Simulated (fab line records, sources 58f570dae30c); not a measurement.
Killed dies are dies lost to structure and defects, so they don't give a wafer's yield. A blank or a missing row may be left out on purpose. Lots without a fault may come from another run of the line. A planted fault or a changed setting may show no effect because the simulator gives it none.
Which tool did it? | flow berkeley_cmos170 | 14 lots, 42 wafers sampled, at 5 steps of a route of 331

WHAT THE GAUGES READ, wafer by wafer
UCB170_M1_CD_MEAS_09: target cd 700 nm. Usual: cd_nm 700.0 nm, standard deviation 1.5.
lot  | measured     | on        | cd_nm (nm)        | flag
L936 | day 8 02:32  | cd_sem-01 | 699.9 700.2 698.8 |
L933 | day 8 04:01  | cd_sem-02 | 700.6 700.4 701.0 |
L935 | day 8 11:34  | cd_sem-02 | 697.5 699.7 699.3 |
L934 | day 8 11:52  | cd_sem-01 | 698.7 699.6 699.3 |
L938 | day 9 05:16  | cd_sem-02 | 700.4 700.1 701.1 |
L937 | day 9 06:39  | cd_sem-01 | 700.4 700.5 699.7 |
L940 | day 9 12:23  | cd_sem-02 | 700.3 701.1 700.2 |
L945 | day 10 13:37 | cd_sem-02 | 700.9 700.4 700.1 |
L943 | day 10 13:50 | cd_sem-02 | 701.0 701.6 701.2 |
L946 | day 10 15:44 | cd_sem-01 | 702.9 702.2 702.5 |
L942 | day 10 16:21 | cd_sem-01 | 697.4 696.7 698.0 |
L944 | day 10 16:26 | cd_sem-02 | 699.7 699.2 699.6 |
L948 | day 10 21:12 | cd_sem-02 | 701.0 701.2 700.1 |
L950 | day 11 13:55 | cd_sem-02 | 697.8 698.1 698.1 |

UCB170_V1_THK_MEAS_01. Usual: V1_TEOS_THK 2001 nm, standard deviation 24.
lot  | measured     | on            | V1_TEOS_THK (nm) | flag
L936 | day 8 04:37  | film_metro-04 | 1998 2016 2011   |
L933 | day 8 06:03  | film_metro-02 | 1993 1998 2041   |
L935 | day 8 13:36  | film_metro-04 | 2007 2031 2039   |
L934 | day 8 14:56  | film_metro-04 | 1980 2012 2006   |
L938 | day 9 07:17  | film_metro-03 | 1986 1997 2004   |
L937 | day 9 08:41  | film_metro-04 | 1983 1939 1989   |
L940 | day 9 14:26  | film_metro-02 | 1972 2013 2026   |
L945 | day 10 15:40 | film_metro-03 | 1988 1993 2022   |
L943 | day 10 17:00 | film_metro-04 | 1977 2026 2009   |
L946 | day 10 18:20 | film_metro-02 | 1971 1999 2032   |
L942 | day 10 19:40 | film_metro-02 | 1956 1960 1994   |
L944 | day 10 19:40 | film_metro-03 | 2075 2105 2108   | OFF
L948 | day 10 23:14 | film_metro-03 | 1980 2017 2033   |
L950 | day 11 16:34 | film_metro-03 | 2076 2097 2087   | OFF

UCB170_V1_THK_MEAS_04. Usual: V1_POLISHED_THK 1000.1 nm, standard deviation 1.
lot  | measured     | on            | V1_POLISHED_THK (nm) | flag
L936 | day 8 05:05  | film_metro-03 | 1001.2 1000.8 999.5  |
L933 | day 8 06:32  | film_metro-04 | 1000.1 998.8 999.4   |
L935 | day 8 14:05  | film_metro-02 | 1001.5 999.7 998.5   |
L934 | day 8 15:25  | film_metro-02 | 1000.0 999.6 999.3   |
L938 | day 9 07:46  | film_metro-02 | 999.7 999.9 1000.2   |
L937 | day 9 09:10  | film_metro-02 | 1000.8 998.8 998.3   |
L940 | day 9 14:56  | film_metro-03 | 1000.0 1000.6 1000.3 |
L945 | day 10 16:08 | film_metro-04 | 999.3 999.9 999.6    |
L943 | day 10 20:26 | film_metro-02 | 999.3 1000.6 1001.3  |
L946 | day 10 20:45 | film_metro-03 | 1001.1 999.4 999.0   |
L942 | day 10 21:03 | film_metro-02 | 1000.9 1000.9 1000.0 |
L944 | day 10 21:08 | film_metro-03 | 997.8 999.0 999.2    |
L948 | day 10 23:43 | film_metro-04 | 999.0 998.3 999.0    |
L950 | day 11 17:03 | film_metro-03 | 999.7 1002.1 1000.8  |

WHICH TOOL RAN EACH LOT (tool, then ch and the chambers of the sampled wafers, then the start)
lot  | UCB170_SILICIDE_RTA_04           | UCB170_V1_CVD_00
L936 | rtp_anneal-01 ch 0, day 7 18:56  | pecvd-01 ch 0,1, day 8 04:26
L933 | rtp_anneal-01 ch 0, day 7 19:29  | pecvd-03 ch 1,2, day 8 05:53
L935 | rtp_anneal-02 ch 0, day 7 20:14  | pecvd-01 ch 0,1, day 8 13:27
L934 | rtp_anneal-01 ch 0, day 7 20:22  | pecvd-03 ch 1,2, day 8 14:47
L938 | rtp_anneal-02 ch 0, day 8 23:42  | pecvd-03 ch 0,1,2, day 9 07:07
L937 | rtp_anneal-02 ch 0, day 9 00:35  | pecvd-01 ch 0,1,2, day 9 08:32
L940 | rtp_anneal-02 ch 0, day 9 06:35  | pecvd-02 ch 0,1,2, day 9 14:16
L945 | rtp_anneal-02 ch 0, day 10 07:31 | pecvd-01 ch 1,2, day 10 15:31
L943 | rtp_anneal-02 ch 0, day 10 07:40 | pecvd-02 ch 0,1, day 10 16:50
L946 | rtp_anneal-01 ch 0, day 10 08:17 | pecvd-03 ch 0,2, day 10 18:10
L942 | rtp_anneal-01 ch 0, day 10 08:35 | pecvd-03 ch 0,1,2, day 10 19:31
L944 | rtp_anneal-02 ch 0, day 10 08:43 | pecvd-01 ch 1,2, day 10 19:31
L948 | rtp_anneal-01 ch 0, day 10 13:57 | pecvd-03 ch 1,2, day 10 23:05
L950 | rtp_anneal-01 ch 0, day 11 07:59 | pecvd-01 ch 0,1, day 11 16:25
- UCB170_SILICIDE_RTA_04: time 15 s.
- UCB170_V1_CVD_00: deposits SiO2 from TEOS/O2, target thk 2000 nm, time 250 s.

WHAT THE TOOLS THEMSELVES READ (means of the sampled wafers that have a number; where no wafer has one, the mark that the record gives instead)
UCB170_SILICIDE_RTA_04. Usual: chamber_o2_ppm 2.001, standard deviation 0.022; lamp_power_pct 10.1 %, standard deviation 0.76; wafer_temp_C_max 654.6, standard deviation 1.2.
lot  | tool          | chamber_o2_ppm | lamp_power_pct (%) | wafer_temp_C_max | flag
L936 | rtp_anneal-01 | 1.973          | 9.4                | 654.4            |
L933 | rtp_anneal-01 | 1.984          | 9.4                | 653.9            |
L935 | rtp_anneal-02 | 2.004          | 10.9               | 655.9            |
L934 | rtp_anneal-01 | 1.999          | 9.4                | 653.3            |
L938 | rtp_anneal-02 | 2.017          | 10.9               | 655.8            |
L937 | rtp_anneal-02 | 2.013          | 10.9               | 654.8            |
L940 | rtp_anneal-02 | 2.009          | 10.9               | 653.7            |
L945 | rtp_anneal-02 | 1.998          | 10.9               | 656.5            |
L943 | rtp_anneal-02 | 1.994          | 10.9               | 655.4            |
L946 | rtp_anneal-01 | 1.964          | 9.4                | 653.3            |
L942 | rtp_anneal-01 | 2.000          | 9.4                | 655.3            |
L944 | rtp_anneal-02 | 1.999          | 10.9               | 656.2            |
L948 | rtp_anneal-01 | 1.981          | 9.4                | 653.5            |
L950 | rtp_anneal-01 | 2.006          | 9.4                | 653.6            |

UCB170_V1_CVD_00. Usual: heater_power_w 263 W, standard deviation 64.
lot  | tool     | heater_power_w (W) | flag
L936 | pecvd-01 | 216                |
L933 | pecvd-03 | 264                |
L935 | pecvd-01 | 248                |
L934 | pecvd-03 | 209                |
L938 | pecvd-03 | 279                |
L937 | pecvd-01 | 258                |
L940 | pecvd-02 | 263                |
L945 | pecvd-01 | 283                |
L943 | pecvd-02 | 256                |
L946 | pecvd-03 | 285                |
L942 | pecvd-03 | 257                |
L944 | pecvd-01 | 274                |
L948 | pecvd-03 | 274                |
L950 | pecvd-01 | 241                |

THE ANSWER, worked out from the rows above alone
Rule: a lot is off if the mean of its wafers that have a number lies more than 3 standard deviations from the usual mean. A lot without any number at a reading at which 4 lots or more have one is off too. The other lots that the step has rows for count as sound. The gauges are gone through in route order, then the tools' own readings, and for those a lot's mean is taken as printed above. The first step at which some lot is off is used, and at that step the reading that is off furthest; a lot without a number counts as furthest.
Off: L944, L950, at UCB170_V1_THK_MEAS_01 (V1_TEOS_THK).
A tool fits if, at a process step before that reading, it ran every lot that is off, and no sound lot after the first of them. The gauges at UCB170_V1_THK_MEAS_01 are tried like those tools. One fits: pecvd-01 at UCB170_V1_CVD_00. Its last sound lot is L945 (day 10 15:31), its first lot that is off L944 (day 10 19:31): a fault that began between those two fits.

WHAT THE SIMULATOR HAD PUT IN
Process parameter drift: pecvd-01, from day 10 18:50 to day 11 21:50, at UCB170_V1_CVD_00. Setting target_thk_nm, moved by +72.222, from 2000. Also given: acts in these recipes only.
Lots struck among those shown: L944, L950. The rule above found the same.
